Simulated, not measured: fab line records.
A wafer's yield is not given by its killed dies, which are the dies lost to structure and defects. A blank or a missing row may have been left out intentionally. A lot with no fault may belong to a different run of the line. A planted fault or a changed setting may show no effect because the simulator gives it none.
Split-lot trial / flow rit cmos / 23 wafers read from 5 lots, route of 202 steps

SPLIT DETAILS
At RIT_NLDD_COAT_01 (resist thk 1000 nm), the setting spin rpm was moved away from the recipe's 3250 rpm on 6 of the 23 wafers read, by -3.9% to +5.0%. All remaining wafers had this setting at the recipe value.

Split to reading: the file shows no intervening step.

THE READING
NOVOLAK_of_NLDD_COAT_01.thk nm (the simulator's own value, which no gauge read), in nm, at RIT_NLDD_HARDBAKE_07 (time 60 s). There is no usual value for it anywhere in the file. Average 882.9 nm, standard deviation 3 nm, over the 17 wafers here run with the recipe.

wafer=L074.1; tool, chamber at the split=litho track-03, 0; spin rpm as run, rpm=3250; against the recipe=recipe; NOVOLAK_of_NLDD_COAT_01.thk nm, nm=887.8; against lot-mates on the recipe=-
wafer=L074.3; tool, chamber at the split=litho track-03, 0; spin rpm as run, rpm=3250; against the recipe=recipe; NOVOLAK_of_NLDD_COAT_01.thk nm, nm=883.7; against lot-mates on the recipe=-
wafer=L074.5; tool, chamber at the split=litho track-03, 0; spin rpm as run, rpm=3250; against the recipe=recipe; NOVOLAK_of_NLDD_COAT_01.thk nm, nm=887.4; against lot-mates on the recipe=-
wafer=L075.1; tool, chamber at the split=litho track-01, 0; spin rpm as run, rpm=3250; against the recipe=recipe; NOVOLAK_of_NLDD_COAT_01.thk nm, nm=885; against lot-mates on the recipe=-
wafer=L075.2; tool, chamber at the split=litho track-01, 0; spin rpm as run, rpm=3250; against the recipe=recipe; NOVOLAK_of_NLDD_COAT_01.thk nm, nm=885.3; against lot-mates on the recipe=-
wafer=L075.4; tool, chamber at the split=litho track-01, 0; spin rpm as run, rpm=3250; against the recipe=recipe; NOVOLAK_of_NLDD_COAT_01.thk nm, nm=884.2; against lot-mates on the recipe=-
wafer=L075.5; tool, chamber at the split=litho track-01, 0; spin rpm as run, rpm=3250; against the recipe=recipe; NOVOLAK_of_NLDD_COAT_01.thk nm, nm=886.3; against lot-mates on the recipe=-
wafer=L075.6; tool, chamber at the split=litho track-01, 0; spin rpm as run, rpm=3250; against the recipe=recipe; NOVOLAK_of_NLDD_COAT_01.thk nm, nm=881.4; against lot-mates on the recipe=-
wafer=L077.1; tool, chamber at the split=litho track-01, 0; spin rpm as run, rpm=3414; against the recipe=+5.0%; NOVOLAK_of_NLDD_COAT_01.thk nm, nm=859.2; against lot-mates on the recipe=-20.1
wafer=L077.2; tool, chamber at the split=litho track-01, 0; spin rpm as run, rpm=3250; against the recipe=recipe; NOVOLAK_of_NLDD_COAT_01.thk nm, nm=881.2; against lot-mates on the recipe=-
wafer=L077.3; tool, chamber at the split=litho track-01, 0; spin rpm as run, rpm=3414; against the recipe=+5.0%; NOVOLAK_of_NLDD_COAT_01.thk nm, nm=861.2; against lot-mates on the recipe=-18.1
wafer=L077.4; tool, chamber at the split=litho track-01, 0; spin rpm as run, rpm=3414; against the recipe=+5.0%; NOVOLAK_of_NLDD_COAT_01.thk nm, nm=858.1; against lot-mates on the recipe=-21.2
wafer=L077.5; tool, chamber at the split=litho track-01, 0; spin rpm as run, rpm=3250; against the recipe=recipe; NOVOLAK_of_NLDD_COAT_01.thk nm, nm=877.4; against lot-mates on the recipe=-
wafer=L081.1; tool, chamber at the split=litho track-02, 0; spin rpm as run, rpm=3250; against the recipe=recipe; NOVOLAK_of_NLDD_COAT_01.thk nm, nm=882.2; against lot-mates on the recipe=-
wafer=L081.2; tool, chamber at the split=litho track-02, 0; spin rpm as run, rpm=3250; against the recipe=recipe; NOVOLAK_of_NLDD_COAT_01.thk nm, nm=878.6; against lot-mates on the recipe=-
wafer=L081.3; tool, chamber at the split=litho track-02, 0; spin rpm as run, rpm=3123; against the recipe=-3.9%; NOVOLAK_of_NLDD_COAT_01.thk nm, nm=897.1; against lot-mates on the recipe=+16.7
wafer=L081.5; tool, chamber at the split=litho track-02, 0; spin rpm as run, rpm=3123; against the recipe=-3.9%; NOVOLAK_of_NLDD_COAT_01.thk nm, nm=898.2; against lot-mates on the recipe=+17.8
wafer=L081.6; tool, chamber at the split=litho track-02, 0; spin rpm as run, rpm=3123; against the recipe=-3.9%; NOVOLAK_of_NLDD_COAT_01.thk nm, nm=899.2; against lot-mates on the recipe=+18.8
wafer=L083.1; tool, chamber at the split=litho track-03, 0; spin rpm as run, rpm=3250; against the recipe=recipe; NOVOLAK_of_NLDD_COAT_01.thk nm, nm=880; against lot-mates on the recipe=-
wafer=L083.2; tool, chamber at the split=litho track-03, 0; spin rpm as run, rpm=3250; against the recipe=recipe; NOVOLAK_of_NLDD_COAT_01.thk nm, nm=880; against lot-mates on the recipe=-
wafer=L083.3; tool, chamber at the split=litho track-03, 0; spin rpm as run, rpm=3250; against the recipe=recipe; NOVOLAK_of_NLDD_COAT_01.thk nm, nm=883.4; against lot-mates on the recipe=-
wafer=L083.4; tool, chamber at the split=litho track-03, 0; spin rpm as run, rpm=3250; against the recipe=recipe; NOVOLAK_of_NLDD_COAT_01.thk nm, nm=880.7; against lot-mates on the recipe=-
wafer=L083.5; tool, chamber at the split=litho track-03, 0; spin rpm as run, rpm=3250; against the recipe=recipe; NOVOLAK_of_NLDD_COAT_01.thk nm, nm=884.9; against lot-mates on the recipe=-

FIT RESULTS
A straight line over all 23 wafers: NOVOLAK_of_NLDD_COAT_01.thk nm changes by -4.35 nm for each +1% of spin rpm; r = -0.97; the points scatter about the line by 2.8 nm.
The same after taking each lot's own level away (the mean of its wafers on the recipe; 23 wafers): -4.17 nm for each +1%; r = -0.98; scatter 1.9 nm.
Per that fit: largest spin rpm move, reading shift of 21 nm.
Measured against the standard deviation above, the lots' own levels, which go from 879.30 to 886.30 nm, span 2.4 times it.
Hence the lot-to-lot level has little effect on the slope; both slopes agree.
Check: for one of the wafers moved furthest among these (+5.0%), held out of the fit, the line's prediction against its lot-mates is -20.9 nm. Against them it came out at -20.1 nm.

FURTHER SPLITS ON THESE WAFERS
Other splits were also applied to these wafers ahead of the reading. Each is held against what the fit with the lots' levels taken away leaves over:
other split on the same wafers=RIT_ACTIVE_CVD_03 time s; wafers away from the commonest value=18; r with NOVOLAK_of_NLDD_COAT_01.thk nm (lot level and that fit taken away)=+0.13
other split on the same wafers=RIT_ACTIVE_ETCH_13 time s; wafers away from the commonest value=9; r with NOVOLAK_of_NLDD_COAT_01.thk nm (lot level and that fit taken away)=-0.13
other split on the same wafers=RIT_FOX2_OXIDATION_00 ox time s; wafers away from the commonest value=18; r with NOVOLAK_of_NLDD_COAT_01.thk nm (lot level and that fit taken away)=-0.01
other split on the same wafers=RIT_NWELL_SOFTBAKE_02 temp c; wafers away from the commonest value=8; r with NOVOLAK_of_NLDD_COAT_01.thk nm (lot level and that fit taken away)=+0.19
other split on the same wafers=RIT_PWELL_COAT_01 spin rpm; wafers away from the commonest value=8; r with NOVOLAK_of_NLDD_COAT_01.thk nm (lot level and that fit taken away)=-0.08
other split on the same wafers=RIT_NRETRO_SOFTBAKE_02 temp c; wafers away from the commonest value=11; r with NOVOLAK_of_NLDD_COAT_01.thk nm (lot level and that fit taken away)=+0.54
other split on the same wafers=RIT_PRETRO_HARDBAKE_07 temp c; wafers away from the commonest value=10; r with NOVOLAK_of_NLDD_COAT_01.thk nm (lot level and that fit taken away)=-0.31
other split on the same wafers=RIT_GATE_WET_ETCH_00 time s; wafers away from the commonest value=15; r with NOVOLAK_of_NLDD_COAT_01.thk nm (lot level and that fit taken away)=+0.17
other split on the same wafers=RIT_GATE_CVD_08 sih4 flow sccm; wafers away from the commonest value=10; r with NOVOLAK_of_NLDD_COAT_01.thk nm (lot level and that fit taken away)=+0.07
other split on the same wafers=RIT_GATE_ETCH_19 rf w; wafers away from the commonest value=9; r with NOVOLAK_of_NLDD_COAT_01.thk nm (lot level and that fit taken away)=+0.04

THE WHOLE CHAIN: every reading that the file lists as answering this split, in the file's order
step=RIT_NLDD_COAT_01; what it does=resist thk 1000 nm; reading=NOVOLAK_of_NLDD_COAT_01.thk nm (the simulator's own value, which no gauge read); change (the file's fit)=-4.79 nm for each +1% of the setting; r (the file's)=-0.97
step=RIT_NLDD_HARDBAKE_07; what it does=time 60 s; reading=NOVOLAK_of_NLDD_COAT_01.thk nm (the simulator's own value, which no gauge read); change (the file's fit)=-4.15 nm for each +1% of the setting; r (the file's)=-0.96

THE FILE'S OWN FIT
NOVOLAK_of_NLDD_COAT_01.thk nm changes by -4.15 nm for each +1% of spin rpm, r = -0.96.
